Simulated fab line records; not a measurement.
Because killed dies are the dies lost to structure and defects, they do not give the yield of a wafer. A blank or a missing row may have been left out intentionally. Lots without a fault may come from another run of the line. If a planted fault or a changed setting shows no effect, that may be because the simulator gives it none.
Split-lot trial || flow ritCmos || on a route of 202 steps: 5 lots, 23 wafers read

## ABOUT THE SPLIT
At RIT_FOX2_OXIDATION_00 (target thk 350.7 nm, ox time 1130 s), the setting oxTimeS was moved away from the recipe's 1130 s on 15 of the 23 wafers read, by +4.4% to +14.3%. All remaining wafers had this setting at the recipe value.

## FROM THE SPLIT TO THE READING: what the file shows between them, 13 steps
- RIT_FOX2_THK_MEAS_01
- RIT_FOX2_CLEAN_02: cleans in dHF, time 180 s
- RIT_FOX2_WET_ETCH_03: etches Si3N4 in H3PO4, target depth 195 nm, time 2700 s
- RIT_FOX2_THK_MEAS_90
- RIT_NRETRO_COAT_01: resist thk 1300 nm (also split here: resistThkNm)
- RIT_NRETRO_SOFTBAKE_02: time 60 s
- RIT_NRETRO_EXPOSE_03: exposes mask M4, target cd 43900 nm
- RIT_NRETRO_DEVELOP_05: develop time 68 s
- RIT_NRETRO_HARDBAKE_07: time 120 s
- RIT_PRETRO_IMPLANT_08 (also split here: tiltDeg)
- RIT_PRETRO_STRIP_09: strips in O2, time 180 s
- RIT_GATE_CLEAN_03: cleans in SC2, time 600 s
- RIT_GATE_CLEAN_04: cleans in dHF, time 60 s

## THE READING
FIELD_OXIDE_LEFT_2_THK (nm), taken at RIT_FOX2_THK_MEAS_91. On this fab line, fault-free wafers typically give 256 nm with a standard deviation of 6.9 nm.

{"wafer": "L077.2", "tool, chamber at the split": "-, -", "oxTimeS as run, s": 1292, "against the recipe": "+14.3%", "FIELD_OXIDE_LEFT_2_THK, nm": 296, "against lot-mates on the recipe": "no lot-mate on the recipe"}
{"wafer": "L077.3", "tool, chamber at the split": "-, -", "oxTimeS as run, s": 1292, "against the recipe": "+14.3%", "FIELD_OXIDE_LEFT_2_THK, nm": 289, "against lot-mates on the recipe": "no lot-mate on the recipe"}
{"wafer": "L077.4", "tool, chamber at the split": "-, -", "oxTimeS as run, s": 1292, "against the recipe": "+14.3%", "FIELD_OXIDE_LEFT_2_THK, nm": 294, "against lot-mates on the recipe": "no lot-mate on the recipe"}
{"wafer": "L077.5", "tool, chamber at the split": "-, -", "oxTimeS as run, s": 1292, "against the recipe": "+14.3%", "FIELD_OXIDE_LEFT_2_THK, nm": 291, "against lot-mates on the recipe": "no lot-mate on the recipe"}
{"wafer": "L077.6", "tool, chamber at the split": "-, -", "oxTimeS as run, s": 1292, "against the recipe": "+14.3%", "FIELD_OXIDE_LEFT_2_THK, nm": 289, "against lot-mates on the recipe": "no lot-mate on the recipe"}
{"wafer": "L079.1", "tool, chamber at the split": "-, -", "oxTimeS as run, s": 1269, "against the recipe": "+12.3%", "FIELD_OXIDE_LEFT_2_THK, nm": 287, "against lot-mates on the recipe": "no lot-mate on the recipe"}
{"wafer": "L079.2", "tool, chamber at the split": "-, -", "oxTimeS as run, s": 1269, "against the recipe": "+12.3%", "FIELD_OXIDE_LEFT_2_THK, nm": 294, "against lot-mates on the recipe": "no lot-mate on the recipe"}
{"wafer": "L079.3", "tool, chamber at the split": "-, -", "oxTimeS as run, s": 1269, "against the recipe": "+12.3%", "FIELD_OXIDE_LEFT_2_THK, nm": 294, "against lot-mates on the recipe": "no lot-mate on the recipe"}
{"wafer": "L079.4", "tool, chamber at the split": "-, -", "oxTimeS as run, s": 1269, "against the recipe": "+12.3%", "FIELD_OXIDE_LEFT_2_THK, nm": 291, "against lot-mates on the recipe": "no lot-mate on the recipe"}
{"wafer": "L079.5", "tool, chamber at the split": "-, -", "oxTimeS as run, s": 1269, "against the recipe": "+12.3%", "FIELD_OXIDE_LEFT_2_THK, nm": 287, "against lot-mates on the recipe": "no lot-mate on the recipe"}
{"wafer": "L080.1", "tool, chamber at the split": "-, -", "oxTimeS as run, s": 1180, "against the recipe": "+4.4%", "FIELD_OXIDE_LEFT_2_THK, nm": 262, "against lot-mates on the recipe": "no lot-mate on the recipe"}
{"wafer": "L080.2", "tool, chamber at the split": "-, -", "oxTimeS as run, s": 1180, "against the recipe": "+4.4%", "FIELD_OXIDE_LEFT_2_THK, nm": 268, "against lot-mates on the recipe": "no lot-mate on the recipe"}
{"wafer": "L080.4", "tool, chamber at the split": "-, -", "oxTimeS as run, s": 1180, "against the recipe": "+4.4%", "FIELD_OXIDE_LEFT_2_THK, nm": 264, "against lot-mates on the recipe": "no lot-mate on the recipe"}
{"wafer": "L080.5", "tool, chamber at the split": "-, -", "oxTimeS as run, s": 1180, "against the recipe": "+4.4%", "FIELD_OXIDE_LEFT_2_THK, nm": 263, "against lot-mates on the recipe": "no lot-mate on the recipe"}
{"wafer": "L080.6", "tool, chamber at the split": "-, -", "oxTimeS as run, s": 1180, "against the recipe": "+4.4%", "FIELD_OXIDE_LEFT_2_THK, nm": 262, "against lot-mates on the recipe": "no lot-mate on the recipe"}
{"wafer": "L084.1", "tool, chamber at the split": "-, -", "oxTimeS as run, s": 1130, "against the recipe": "recipe", "FIELD_OXIDE_LEFT_2_THK, nm": 246, "against lot-mates on the recipe": "-"}
{"wafer": "L084.2", "tool, chamber at the split": "-, -", "oxTimeS as run, s": 1130, "against the recipe": "recipe", "FIELD_OXIDE_LEFT_2_THK, nm": 245, "against lot-mates on the recipe": "-"}
{"wafer": "L084.3", "tool, chamber at the split": "-, -", "oxTimeS as run, s": 1130, "against the recipe": "recipe", "FIELD_OXIDE_LEFT_2_THK, nm": 248, "against lot-mates on the recipe": "-"}
{"wafer": "L084.4", "tool, chamber at the split": "-, -", "oxTimeS as run, s": 1130, "against the recipe": "recipe", "FIELD_OXIDE_LEFT_2_THK, nm": 242, "against lot-mates on the recipe": "-"}
{"wafer": "L084.6", "tool, chamber at the split": "-, -", "oxTimeS as run, s": 1130, "against the recipe": "recipe", "FIELD_OXIDE_LEFT_2_THK, nm": 248, "against lot-mates on the recipe": "-"}
{"wafer": "L085.2", "tool, chamber at the split": "furnace-02, 0", "oxTimeS as run, s": 1130, "against the recipe": "recipe", "FIELD_OXIDE_LEFT_2_THK, nm": 255, "against lot-mates on the recipe": "-"}
{"wafer": "L085.4", "tool, chamber at the split": "furnace-02, 0", "oxTimeS as run, s": 1130, "against the recipe": "recipe", "FIELD_OXIDE_LEFT_2_THK, nm": 249, "against lot-mates on the recipe": "-"}
{"wafer": "L085.6", "tool, chamber at the split": "furnace-02, 0", "oxTimeS as run, s": 1130, "against the recipe": "recipe", "FIELD_OXIDE_LEFT_2_THK, nm": 251, "against lot-mates on the recipe": "-"}

THE FIT
A straight line over all 23 wafers: FIELD_OXIDE_LEFT_2_THK changes by +3.19 nm for each +1% of oxTimeS; r = +0.98; the points scatter about the line by 3.8 nm.
Too few moved wafers have a lot-mate on the recipe to fit a line with each lot's own level taken away.

## THE WHOLE CHAIN: every reading that the file lists as answering this split, in the file's order
{"step": "RIT_FOX2_OXIDATION_00", "what it does": "target thk 350.7 nm, ox time 1130 s", "reading": "SiO2_of_FOX2_OXIDATION_00.thkNm (the simulator's own value, which no gauge read)", "change (the file's fit)": "+3.2 nm for each +1% of the setting", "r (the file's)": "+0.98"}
{"step": "RIT_FOX2_THK_MEAS_01", "what it does": "", "reading": "FOX2_OXIDE_THK", "change (the file's fit)": "+3.19 for each +1% of the setting", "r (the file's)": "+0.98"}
{"step": "RIT_FOX2_THK_MEAS_90", "what it does": "", "reading": "FIELD_OXIDE_LEFT_1_THK", "change (the file's fit)": "+3.16 for each +1% of the setting", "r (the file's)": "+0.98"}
{"step": "RIT_FOX2_THK_MEAS_91", "what it does": "", "reading": "FIELD_OXIDE_LEFT_2_THK", "change (the file's fit)": "+3.19 for each +1% of the setting", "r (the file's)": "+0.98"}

## FILE'S OWN FIT
FIELD_OXIDE_LEFT_2_THK changes by +3.19 nm for each +1% of oxTimeS, r = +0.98.
